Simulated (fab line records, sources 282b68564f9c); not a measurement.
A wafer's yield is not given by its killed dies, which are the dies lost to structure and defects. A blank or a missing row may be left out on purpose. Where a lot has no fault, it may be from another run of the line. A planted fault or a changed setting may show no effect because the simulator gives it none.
Struck lot and sound lot, side by side | flow rit cmos | 32 out of 202 route steps
Sound: wafers L572.1, L572.2, L572.3. Struck: wafers L581.1, L581.2, L581.6. The cause is named last.
At each step with rows: each side's tool, then ch and its chambers, then its first start. Under that, the readings that differ: sound wafers | struck wafers | difference of the means | sigmas: that difference in standard deviations of wafers without a fault.
alike: words and numbers the same on both sides, and readings whose means are apart by under 2 such deviations; not compared: readings that were withheld, readings missing a value for some wafer, numbers with overlapping values and no deviation given by the record, and bounds like >300 which may hide the same value.
The two part at a step that has a row with sigmas, a row that says differs or no value, or rows on one side only. Non-overlapping numbers with no deviation appear without sigmas and do not part them. A reading that every wafer of one side lacks parts them only if that side has two wafers or more.

first, 2 steps without rows for these wafers: RIT_SPACER_CLEAN_02 (cleans in SC2, time 600 s); RIT_SPACER_CVD_03 (deposits Si3N4 from SiH2Cl2/NH3, target thk 250 nm, time 3300 s).
RIT_SPACER_THK_MEAS_04:
  struck on film metro-02, day 5 11:48; sound on film metro-03, day 3 16:56
  alike: SPACER_NITRIDE_THK
RIT_SPACER_ETCHBACK_05: etches Si3N4 in SF6/CHF3, stops on SiO2, target depth 250 nm, time 240 s.
  sound on rie diel-02 ch 0,2,3, day 3 17:00; struck on rie diel-02 ch 0,1,2, day 5 11:52
  alike: drypump motor current A, oes product au, throttle valve pct
  not compared: rf hours counter h
then, 6 steps without rows for these wafers: RIT_NSD_HMDS_00 (prime time 60 s); RIT_NSD_COAT_01 (resist thk 1000 nm); RIT_NSD_SOFTBAKE_02 (time 60 s); RIT_NSD_EXPOSE_03 (exposes mask M9, target cd 40700 nm); RIT_NSD_PEB_04; RIT_NSD_DEVELOP_05 (develop time 50 s).
RIT_NSD_OVL_MEAS_06:
  struck on overlay-01, day 5 12:52; sound on overlay-01, day 3 18:07
  reading      | sound          | struck      | difference | sigmas
  NSD_OVL (nm) | -0.5 -0.1 -1.3 | 3.1 1.7 3.4 | +3.4       | +2
then, 1 step without rows for these wafers: RIT_NSD_HARDBAKE_07 (time 60 s).
RIT_NSD_IMPLANT_08:
  sound on implanter-03 ch 0, day 3 18:19; struck on implanter-01 ch 0, day 5 13:03
  reading            | sound           | struck            | difference | sigmas
  beam on s (s)      | 10.34 9.93 9.90 | 14.35 14.70 14.30 | +4.39      | +20
  faraday current uA | 3032 3146 3153  | 2174 2124 2193    | -947       | -14
RIT_NSD_STRIP_09: strips in O2, time 180 s.
  sound on plasma asher-01 ch 0,1, day 3 18:28; struck on plasma asher-03 ch 0,1, day 5 13:12
  alike: drypump motor current A, o2 flow sccm
  not compared: rf hours counter h
RIT_NSD_TW_MEAS_10:
  struck on film metro-01, day 5 13:36; sound on film metro-04, day 3 18:38
  reading | sound          | struck         | difference | sigmas
  NSD_TW  | 3066 3074 3067 | 3315 3310 3304 | +241       | +13
  not compared: hold
then, 5 steps without rows for these wafers: RIT_PSD_COAT_01 (resist thk 1000 nm); RIT_PSD_SOFTBAKE_02 (time 60 s); RIT_PSD_EXPOSE_03 (exposes mask M10, target cd 40900 nm); RIT_PSD_PEB_04; RIT_PSD_DEVELOP_05 (develop time 50 s).
RIT_PSD_OVL_MEAS_06:
  struck on overlay-02, day 5 18:08; sound on overlay-01, day 3 19:33
  alike: PSD_OVL
then, 2 steps without rows for these wafers: RIT_PSD_HARDBAKE_07 (time 60 s); RIT_PSD_IMPLANT_08.
RIT_PSD_STRIP_09: strips in O2, time 180 s.
  sound on plasma asher-04 ch 0,1, day 3 20:04; struck on plasma asher-04 ch 0,1, day 5 18:38
  alike: drypump motor current A, o2 flow sccm
  not compared: rf hours counter h
RIT_PSD_TW_MEAS_10:
  struck on film metro-03, day 5 18:49; sound on film metro-01, day 3 20:14
  reading | sound          | struck         | difference | sigmas
  PSD_TW  | 3407 3434 3413 | 3382 3376 3362 | -45        | -2
then, 3 steps without rows for these wafers: RIT_SDANNEAL_CLEAN_00 (cleans in SC1, time 600 s); RIT_SDANNEAL_CLEAN_01 (cleans in dHF, time 30 s); RIT_SDANNEAL_CLEAN_02 (cleans in SC2, time 600 s).
RIT_SDANNEAL_RTA_03: time 5.174 s.
  sound on rtp anneal-01 ch 0, day 3 20:40; struck on rtp anneal-02 ch 0, day 5 19:14
  alike: wafer_temp_C_max
RIT_SDANNEAL_RS_MEAS_04: measurement is done with a four-point probe.
  struck on film metro-01, day 5 19:17; sound on film metro-04, day 3 20:47
  reading         | sound             | struck            | difference | sigmas
  PSD_RS (ohm/sq) | 115.9 115.9 116.0 | 115.1 115.2 115.2 | -0.8       | -2
RIT_SDANNEAL_RS_MEAS_05: measurement is done with a four-point probe.
  struck on film metro-01, day 5 19:42; sound on film metro-04, day 3 20:54
  reading         | sound             | struck            | difference | sigmas
  NSD_RS (ohm/sq) | 84.55 84.84 84.65 | 64.42 64.32 64.34 | -20.32     | -73
  not compared: hold
RIT_M1_PROBE_99:
  the record holds rows for the sound wafers here (prober-02, day 4 04:24) but none for the struck ones

## WHERE THEY PART
At RIT_NSD_OVL_MEAS_06 first; at RIT_M1_PROBE_99 last (within this record only).

WHY: what had been put in by the simulator
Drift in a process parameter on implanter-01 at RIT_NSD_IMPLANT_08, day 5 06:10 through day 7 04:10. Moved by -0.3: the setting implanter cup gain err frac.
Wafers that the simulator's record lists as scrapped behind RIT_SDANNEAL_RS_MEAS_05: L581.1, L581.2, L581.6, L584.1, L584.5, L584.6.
